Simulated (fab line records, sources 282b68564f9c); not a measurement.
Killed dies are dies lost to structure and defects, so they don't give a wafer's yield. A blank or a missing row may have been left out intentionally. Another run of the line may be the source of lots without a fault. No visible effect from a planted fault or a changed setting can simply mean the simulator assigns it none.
Split-lot trial :: flow rit-cmos :: 5 lots, 23 wafers read, on a route of 202 steps

== ON THE SPLIT ==
At RIT_ACTIVE_CVD_03 (deposits Si3N4 from SiH2Cl2/NH3, target thk 150 nm, time 1500 s), the setting time-s was moved away from the recipe's 1500 s on 20 of the 23 wafers read, by -6.7% to +11.2%. For the rest of the wafers, this setting stayed at what the recipe calls for.

The file shows no step between the split and the reading.

== THE READING ==
ACTIVE_NITRIDE_THK in nanometres, read at RIT_ACTIVE_THK_MEAS_04. On this fab line, fault-free wafers typically give 150.9 nm with a standard deviation of 1.3 nm.

wafer: L075.2
tool, chamber at the split: -, -
time-s as run, s: 1586
against the recipe: +5.7%
ACTIVE_NITRIDE_THK, nm: 158.6
against lot-mates on the recipe: no lot-mate on the recipe

wafer: L075.3
tool, chamber at the split: -, -
time-s as run, s: 1586
against the recipe: +5.7%
ACTIVE_NITRIDE_THK, nm: 158.3
against lot-mates on the recipe: no lot-mate on the recipe

wafer: L075.4
tool, chamber at the split: -, -
time-s as run, s: 1586
against the recipe: +5.7%
ACTIVE_NITRIDE_THK, nm: 158.9
against lot-mates on the recipe: no lot-mate on the recipe

wafer: L075.5
tool, chamber at the split: -, -
time-s as run, s: 1586
against the recipe: +5.7%
ACTIVE_NITRIDE_THK, nm: 160.9
against lot-mates on the recipe: no lot-mate on the recipe

wafer: L075.6
tool, chamber at the split: -, -
time-s as run, s: 1586
against the recipe: +5.7%
ACTIVE_NITRIDE_THK, nm: 159.1
against lot-mates on the recipe: no lot-mate on the recipe

wafer: L076.1
tool, chamber at the split: -, -
time-s as run, s: 1399
against the recipe: -6.7%
ACTIVE_NITRIDE_THK, nm: 141.4
against lot-mates on the recipe: no lot-mate on the recipe

wafer: L076.2
tool, chamber at the split: -, -
time-s as run, s: 1399
against the recipe: -6.7%
ACTIVE_NITRIDE_THK, nm: 139.5
against lot-mates on the recipe: no lot-mate on the recipe

wafer: L076.3
tool, chamber at the split: -, -
time-s as run, s: 1399
against the recipe: -6.7%
ACTIVE_NITRIDE_THK, nm: 140.7
against lot-mates on the recipe: no lot-mate on the recipe

wafer: L076.5
tool, chamber at the split: -, -
time-s as run, s: 1399
against the recipe: -6.7%
ACTIVE_NITRIDE_THK, nm: 140.3
against lot-mates on the recipe: no lot-mate on the recipe

wafer: L076.6
tool, chamber at the split: -, -
time-s as run, s: 1399
against the recipe: -6.7%
ACTIVE_NITRIDE_THK, nm: 139.9
against lot-mates on the recipe: no lot-mate on the recipe

wafer: L077.1
tool, chamber at the split: -, -
time-s as run, s: 1668
against the recipe: +11.2%
ACTIVE_NITRIDE_THK, nm: 170.1
against lot-mates on the recipe: no lot-mate on the recipe

wafer: L077.3
tool, chamber at the split: -, -
time-s as run, s: 1668
against the recipe: +11.2%
ACTIVE_NITRIDE_THK, nm: 169.6
against lot-mates on the recipe: no lot-mate on the recipe

wafer: L077.4
tool, chamber at the split: -, -
time-s as run, s: 1668
against the recipe: +11.2%
ACTIVE_NITRIDE_THK, nm: 169.9
against lot-mates on the recipe: no lot-mate on the recipe

wafer: L077.5
tool, chamber at the split: -, -
time-s as run, s: 1668
against the recipe: +11.2%
ACTIVE_NITRIDE_THK, nm: 170.8
against lot-mates on the recipe: no lot-mate on the recipe

wafer: L077.6
tool, chamber at the split: -, -
time-s as run, s: 1668
against the recipe: +11.2%
ACTIVE_NITRIDE_THK, nm: 170.0
against lot-mates on the recipe: no lot-mate on the recipe

wafer: L080.1
tool, chamber at the split: -, -
time-s as run, s: 1407
against the recipe: -6.2%
ACTIVE_NITRIDE_THK, nm: 141.2
against lot-mates on the recipe: no lot-mate on the recipe

wafer: L080.2
tool, chamber at the split: -, -
time-s as run, s: 1407
against the recipe: -6.2%
ACTIVE_NITRIDE_THK, nm: 142.6
against lot-mates on the recipe: no lot-mate on the recipe

wafer: L080.3
tool, chamber at the split: -, -
time-s as run, s: 1407
against the recipe: -6.2%
ACTIVE_NITRIDE_THK, nm: 142.1
against lot-mates on the recipe: no lot-mate on the recipe

wafer: L080.4
tool, chamber at the split: -, -
time-s as run, s: 1407
against the recipe: -6.2%
ACTIVE_NITRIDE_THK, nm: 142.3
against lot-mates on the recipe: no lot-mate on the recipe

wafer: L080.6
tool, chamber at the split: -, -
time-s as run, s: 1407
against the recipe: -6.2%
ACTIVE_NITRIDE_THK, nm: 142.0
against lot-mates on the recipe: no lot-mate on the recipe

wafer: L081.2
tool, chamber at the split: lpcvd-02, 0
time-s as run, s: 1500
against the recipe: recipe
ACTIVE_NITRIDE_THK, nm: 150.5
against lot-mates on the recipe: -

wafer: L081.3
tool, chamber at the split: lpcvd-02, 0
time-s as run, s: 1500
against the recipe: recipe
ACTIVE_NITRIDE_THK, nm: 150.4
against lot-mates on the recipe: -

wafer: L081.4
tool, chamber at the split: lpcvd-02, 0
time-s as run, s: 1500
against the recipe: recipe
ACTIVE_NITRIDE_THK, nm: 150.6
against lot-mates on the recipe: -

THE FIT
A straight line over all 23 wafers: ACTIVE_NITRIDE_THK changes by +1.6 nm for each +1% of time-s; r = +1.00; the points scatter about the line by 1.1 nm.
Too few moved wafers with a lot-mate on the recipe to fit a line net of each lot's own level.

== THE WHOLE CHAIN: every reading that the file lists as answering this split, in the file's order ==
step: RIT_ACTIVE_CVD_03
what it does: deposits Si3N4 from SiH2Cl2/NH3, target thk 150 nm, time 1500 s
reading: Si3N4_of_ACTIVE_CVD_03.thk-nm (the simulator's own value, which no gauge read)
change (the file's fit): +1.6 nm for each +1% of the setting
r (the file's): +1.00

step: RIT_ACTIVE_THK_MEAS_04
what it does: 
reading: ACTIVE_NITRIDE_THK
change (the file's fit): +1.6 for each +1% of the setting
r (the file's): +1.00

== THE FILE'S OWN FIT ==
ACTIVE_NITRIDE_THK changes by +1.6 nm for each +1% of time-s, r = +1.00.
